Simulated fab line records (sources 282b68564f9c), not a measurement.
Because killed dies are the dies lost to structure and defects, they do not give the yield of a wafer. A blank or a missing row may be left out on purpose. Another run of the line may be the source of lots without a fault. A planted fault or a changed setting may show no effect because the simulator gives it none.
Struck lot and sound lot, side by side :: flow rit_cmos :: 16 steps out of a route of 202
Sound: these wafers, L158.2, L158.4, L158.6. Wafers L166.2, L166.4, L166.6 were the ones struck. At the end, the cause is stated.
For every step that has rows: the tool of each side, followed by ch and its chambers, followed by its first start. Under that, the readings that differ: sound wafers :: struck wafers :: difference of the means :: sigmas: that difference in standard deviations of wafers without a fault.
alike: readings whose means differ by less than 2 such deviations, and words and numbers that are the same on both sides. not compared: withheld readings, readings that some wafer has no value for, bounds like >300 that may hide the same value, and numbers for which the record gives no deviation and whose values overlap.
A row with sigmas, a row that says differs or no value, or rows on one side alone: a step with any of these is where the two part. Numbers that don't overlap but have no deviation are shown without sigmas and don't part them. A reading that every wafer of one side lacks parts them only if that side has two wafers or more.

RIT_ACTIVE_BOW_MEAS_00:
  struck on film_metro-01, day 3 12:01; sound on film_metro-03, day 1 20:01
  alike: INCOMING_BOW
then, 1 step without rows for these wafers: RIT_ACTIVE_OXIDATION_01 (target thk 46.8 nm, ox time 3360 s).
RIT_ACTIVE_THK_MEAS_02:
  struck on film_metro-04, day 3 14:04; sound on film_metro-04, day 1 22:04
  alike: ACTIVE_OXIDE_THK
then, 1 step without rows for these wafers: RIT_ACTIVE_CVD_03 (deposits Si3N4 from SiH2Cl2/NH3, target thk 150 nm, time 1500 s).
RIT_ACTIVE_THK_MEAS_04:
  struck on film_metro-03, day 3 15:32; sound on film_metro-04, day 2 00:15
  alike: ACTIVE_NITRIDE_THK
then, 1 step without rows for these wafers: RIT_ACTIVE_HMDS_05 (prime time 60 s).
RIT_ACTIVE_COAT_06: resist thk 1000 nm.
  sound on litho_track-01 ch 0, day 2 00:28; struck on litho_track-01 ch 0, day 3 15:46
reading: model.NOVOLAK_of_ACTIVE_COAT_06.thk_nm (nm)
sound: 997.1 995.4 997.6
struck: 958.2 960.4 962
difference: -36.5
sigmas: 
then, 4 steps without rows for these wafers: RIT_ACTIVE_SOFTBAKE_07 (time 60 s); RIT_ACTIVE_EXPOSE_08 (exposes mask M1, target cd 1400 nm); RIT_ACTIVE_PEB_09; RIT_ACTIVE_DEVELOP_10 (develop time 50 s).
RIT_ACTIVE_CD_MEAS_11 targets a cd of 1400 nm.
  struck on cd_sem-01, day 3 16:28; sound on cd_sem-01, day 2 01:10
  alike: cd_nm
then, 1 step without rows for these wafers: RIT_ACTIVE_HARDBAKE_12 (time 60 s).
RIT_ACTIVE_ETCH_13: etches Si3N4 in SF6, stops on SiO2, time 210 s, target depth 210 nm.
  sound on rie_diel-04 ch 0,2,3, day 2 01:25; struck on rie_diel-03 ch 1,2,3, day 3 16:43
reading: model.NOVOLAK_of_ACTIVE_COAT_06.thk_nm (nm)
sound: 645.8 654.3 644.9
struck: 625.3 616.2 629.1
difference: -24.8
sigmas: 
  alike: drypump_motor_current_A, oes_product_au, throttle_valve_pct
  not compared: rf_hours_counter_h
RIT_ACTIVE_STRIP_14: strips in O2, time 180 s.
  sound on plasma_asher-01 ch 0,1, day 2 01:33; struck on plasma_asher-01 ch 0,1, day 3 16:50
  alike: drypump_motor_current_A
  not compared: rf_hours_counter_h
RIT_M1_PROBE_99:
  the record has rows for the sound wafers here (prober-01, day 3 19:02) and none for the struck ones

## WHERE THEY PART
RIT_M1_PROBE_99 only, going by this record.

WHY: what had been put in by the simulator
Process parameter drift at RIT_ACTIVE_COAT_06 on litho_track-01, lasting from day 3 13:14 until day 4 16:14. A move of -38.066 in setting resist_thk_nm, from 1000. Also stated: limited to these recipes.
